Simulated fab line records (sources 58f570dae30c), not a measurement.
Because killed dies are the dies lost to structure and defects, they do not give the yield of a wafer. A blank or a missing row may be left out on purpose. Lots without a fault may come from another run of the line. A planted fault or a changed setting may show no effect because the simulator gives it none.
A single fault, viewed from 2 desks / flow berkeley_cmos170 / only its own numbers are on each desk; what lay behind them is given at the end

THE TOOL OWNER'S DESK: krf_scanner-02
The tool's own readings at UCB170_CONTACT_EXPOSE_12 (exposes mask CONT, target cd 700 nm): means of the sampled wafers that have a number, for each lot that ran on this tool. The brackets show how far a lot's mean lies from the usual mean; more than 4 standard deviations puts the lot out of limits, marked OUT.
Columns: A = focus_offset_nm at UCB170_CONTACT_EXPOSE_12, usual 0.0 nm
lot=L119; first seen here=day 7 06:36; A=-0.1
lot=L124; first seen here=day 8 06:28; A=0.0
lot=L123; first seen here=day 8 07:01; A=-0.7
lot=L125; first seen here=day 8 23:50; A=-0.1
lot=L128; first seen here=day 9 01:23; A=-0.3
lot=L133; first seen here=day 10 02:14; A=-0.4
lot=L136; first seen here=day 10 15:28; A=0.2
This desk's finding: nothing out of limits on any of the 7 lots.

AT THE METROLOGY DESK
Means of the sampled wafers that have a number, per lot and without regard to the tool the lot ran on: this is what the gauges read. The brackets show how far a lot's mean lies from the usual mean; more than 4 standard deviations puts the lot out of limits, marked OUT.
Columns: A = NSD_RS at UCB170_SDANNEAL_RS_MEAS_03, usual 37.26 ohm/sq; B = CONTACT_OVL at UCB170_CONTACT_OVL_MEAS_16, usual 2 nm; C = cd_nm at UCB170_CONTACT_CD_MEAS_90, usual 700.6 nm
lot=L118; first seen here=day 6 19:18; A=37.19; B=2; C=700.4
lot=L119; first seen here=day 7 01:49; A=37.29; B=7; C=697.7
lot=L122; first seen here=day 7 15:25; A=37.27; B=3; C=699.6
lot=L120; first seen here=day 7 19:50; A=37.27; B=-5; C=702.2
lot=L123; first seen here=day 7 22:19; A=37.31; B=-1; C=702.7
lot=L124; first seen here=day 7 22:34; A=37.30; B=-0; C=700.6
lot=L127; first seen here=day 8 16:25; A=37.16; B=3; C=700.6
lot=L125; first seen here=day 8 17:24; A=37.32; B=4; C=699.5
lot=L126; first seen here=day 8 17:35; A=37.20; B=-1; C=701.3
lot=L128; first seen here=day 8 21:19; A=37.30; B=2; C=700.9
lot=L133; first seen here=day 9 21:47; A=37.15; B=-120 (-23) OUT; C=701.7
lot=L136; first seen here=day 10 09:34; A=37.21; B=-131 (-25) OUT; C=702.1
lot=L141; first seen here=day 11 20:52; A=37.32; B=-2; C=702.6
lot=L140; first seen here=day 11 21:13; A=37.27; B=-4; C=697.6
This desk's result: L133, L136 out of limits, first on L133 (CONTACT_OVL at UCB170_CONTACT_OVL_MEAS_16), day 10 02:43. L118, L119, L122, L120, L123, L124, L127, L125, L126, L128, L141, L140: within limits.

PUT TOGETHER
On L133, L136, the metrology desk was in a position to raise an alarm at day 10 02:43.
Nothing out of limits was seen by the tool owner's desk.
On record at the tool owner's desk: L133, L136, within its limits.
On krf_scanner-02, each named lot ran UCB170_CONTACT_EXPOSE_12.

WHAT WAS PUT IN BY THE SIMULATOR
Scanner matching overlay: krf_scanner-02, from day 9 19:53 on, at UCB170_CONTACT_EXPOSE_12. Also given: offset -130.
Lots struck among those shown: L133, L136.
Per desk, hours elapsed from the start of the fault to the first reading out of limits: for the metrology desk, 7.
